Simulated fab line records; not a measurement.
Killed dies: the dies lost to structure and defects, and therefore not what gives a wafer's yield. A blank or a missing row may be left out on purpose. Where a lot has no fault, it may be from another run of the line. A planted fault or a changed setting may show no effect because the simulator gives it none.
Which tool is to blame? + flow berkeleyCmos170 + 39 wafers from 13 lots sampled at 4 of the route's 331 steps

## WHAT EACH GAUGE READ, for each wafer
UCB170_PWELL_TW_MEAS_17. Usual: PWELL_TW gives 380 (standard deviation 3.1).
| lot  | measured    | on           | PWELL_TW    | flag |
|------|-------------|--------------|-------------|------|
| L755 | day 3 03:10 | filmMetro-01 | 375 374 374 |      |
| L756 | day 3 10:51 | filmMetro-01 | 377 378 378 |      |
| L758 | day 3 14:53 | filmMetro-04 | 380 382 381 |      |
| L760 | day 3 21:55 | filmMetro-04 | 382 382 382 |      |
| L765 | day 5 08:08 | filmMetro-02 | 380 383 383 |      |
| L769 | day 6 09:57 | filmMetro-04 | 382 382 382 |      |
| L770 | day 6 09:41 | filmMetro-02 | 382 383 382 |      |
| L772 | day 6 18:52 | filmMetro-01 | 377 376 378 |      |
| L775 | day 7 04:55 | filmMetro-04 | 384 383 383 |      |
| L773 | day 7 04:55 | filmMetro-01 | 378 380 379 |      |
| L774 | day 7 04:41 | filmMetro-04 | 381 385 385 |      |
| L777 | day 7 14:53 | filmMetro-02 | 380 378 378 |      |
| L776 | day 7 14:45 | filmMetro-02 | 380 382 380 |      |

UCB170_ACTIVE_CD_MEAS_13: the cd target is 1200 nm. Usual: 1200.0 nm for cdNm, sd 1.2.
| lot  | measured    | on       | cdNm (nm)            | flag |
|------|-------------|----------|----------------------|------|
| L755 | day 4 05:50 | cdSem-01 | 1200.1 1202.0 1200.3 |      |
| L756 | day 4 13:58 | cdSem-02 | 1199.5 1198.9 1199.5 |      |
| L758 | day 4 18:08 | cdSem-01 | 1199.8 1198.9 1197.6 |      |
| L760 | day 4 22:38 | cdSem-02 | 1199.9 1200.8 1200.4 |      |
| L765 | day 6 13:05 | cdSem-02 | 1201.7 1201.4 1202.3 |      |
| L769 | day 7 11:02 | cdSem-01 | 1200.9 1200.5 1200.9 |      |
| L770 | day 7 22:55 | cdSem-01 | 1200.9 1199.7 1200.2 |      |
| L772 | day 7 22:49 | cdSem-02 | 1199.6 1199.9 1200.5 |      |
| L775 | day 8 05:03 | cdSem-02 | 1202.3 1202.0 1203.6 |      |
| L773 | day 8 05:13 | cdSem-01 | 1199.3 1199.1 1200.0 |      |
| L774 | day 8 05:02 | cdSem-01 | 1198.6 1200.0 1198.8 |      |
| L777 | day 8 16:28 | cdSem-01 | 1198.5 1198.5 1197.8 |      |
| L776 | day 8 16:15 | cdSem-01 | 1198.8 1200.0 1197.8 |      |

UCB170_SCREENOX_THK_MEAS_02. Usual: SCREENOX_OXIDE_THK gives 14.43 nm (standard deviation 0.28).
| lot  | measured    | on           | SCREENOX_OXIDE_THK (nm) | flag |
|------|-------------|--------------|-------------------------|------|
| L755 | day 5 12:03 | filmMetro-04 | 14.76 14.63 14.76       |      |
| L756 | day 5 18:34 | filmMetro-02 | 13.96 13.82 13.95       |      |
| L758 | day 5 22:16 | filmMetro-03 | 14.62 14.56 14.57       |      |
| L760 | day 6 04:58 | filmMetro-02 | 15.03 14.99 15.17       |      |
| L765 | day 7 13:49 | filmMetro-03 | 14.58 14.62 14.51       |      |
| L769 | day 8 11:06 | filmMetro-02 | 14.24 14.31 14.29       |      |
| L770 | day 9 02:11 | filmMetro-03 | 14.39 14.46 14.36       |      |
| L772 | day 9 02:10 | filmMetro-04 | 14.43 14.27 14.16       |      |
| L775 | day 9 03:49 | filmMetro-03 | 14.41 14.27 14.33       |      |
| L773 | day 9 03:51 | filmMetro-02 | 14.36 14.34 14.51       |      |
| L774 | day 9 03:49 | filmMetro-04 | 14.14 14.33 14.23       |      |
| L777 | day 9 10:27 | filmMetro-02 | 14.44 14.19 14.45       |      |
| L776 | day 9 10:28 | filmMetro-04 | 14.38 14.12 14.48       |      |

## EACH LOT AND THE TOOL THAT RAN IT (in order: tool; ch and the chambers of the sampled wafers; start)
| lot  | UCB170_NWELL_EXPOSE_09          |
|------|---------------------------------|
| L755 | krfScanner-02 ch 0, day 2 11:35 |
| L756 | krfScanner-02 ch 0, day 2 13:34 |
| L758 | krfScanner-02 ch 0, day 2 21:54 |
| L760 | krfScanner-01 ch 0, day 3 03:05 |
| L765 | krfScanner-02 ch 0, day 4 13:44 |
| L769 | krfScanner-02 ch 0, day 5 08:17 |
| L770 | krfScanner-02 ch 0, day 5 16:43 |
| L772 | krfScanner-01 ch 0, day 6 03:01 |
| L775 | krfScanner-01 ch 0, day 6 10:12 |
| L773 | krfScanner-02 ch 0, day 6 10:30 |
| L774 | krfScanner-01 ch 0, day 6 10:41 |
| L777 | krfScanner-01 ch 0, day 6 19:49 |
| L776 | krfScanner-02 ch 0, day 6 20:14 |
- UCB170_NWELL_EXPOSE_09: exposes mask NWELL, target cd 3000 nm.

## WHAT THE TOOLS THEMSELVES READ (means of the sampled wafers that have a number; where no wafer has one, the mark that the record gives instead)
The record holds no such reading with a usual standard deviation.

## THE ANSWER, worked out from the rows above alone
Rule: a lot counts as off when the mean over its wafers that have a number is more than 3 standard deviations away from the usual mean. A lot without any number at a reading at which 4 lots or more have one is off too. All remaining lots with rows at the step are treated as sound. Order of review: gauges by route order, followed by the tools' own readings, for which a lot's mean as printed above is used. The first step at which some lot is off is used, and at that step the reading that is off furthest; a lot without a number counts as furthest.
Nothing can be told from this: no lot is off at any reading shown.

## WHAT THE SIMULATOR HAD INSERTED
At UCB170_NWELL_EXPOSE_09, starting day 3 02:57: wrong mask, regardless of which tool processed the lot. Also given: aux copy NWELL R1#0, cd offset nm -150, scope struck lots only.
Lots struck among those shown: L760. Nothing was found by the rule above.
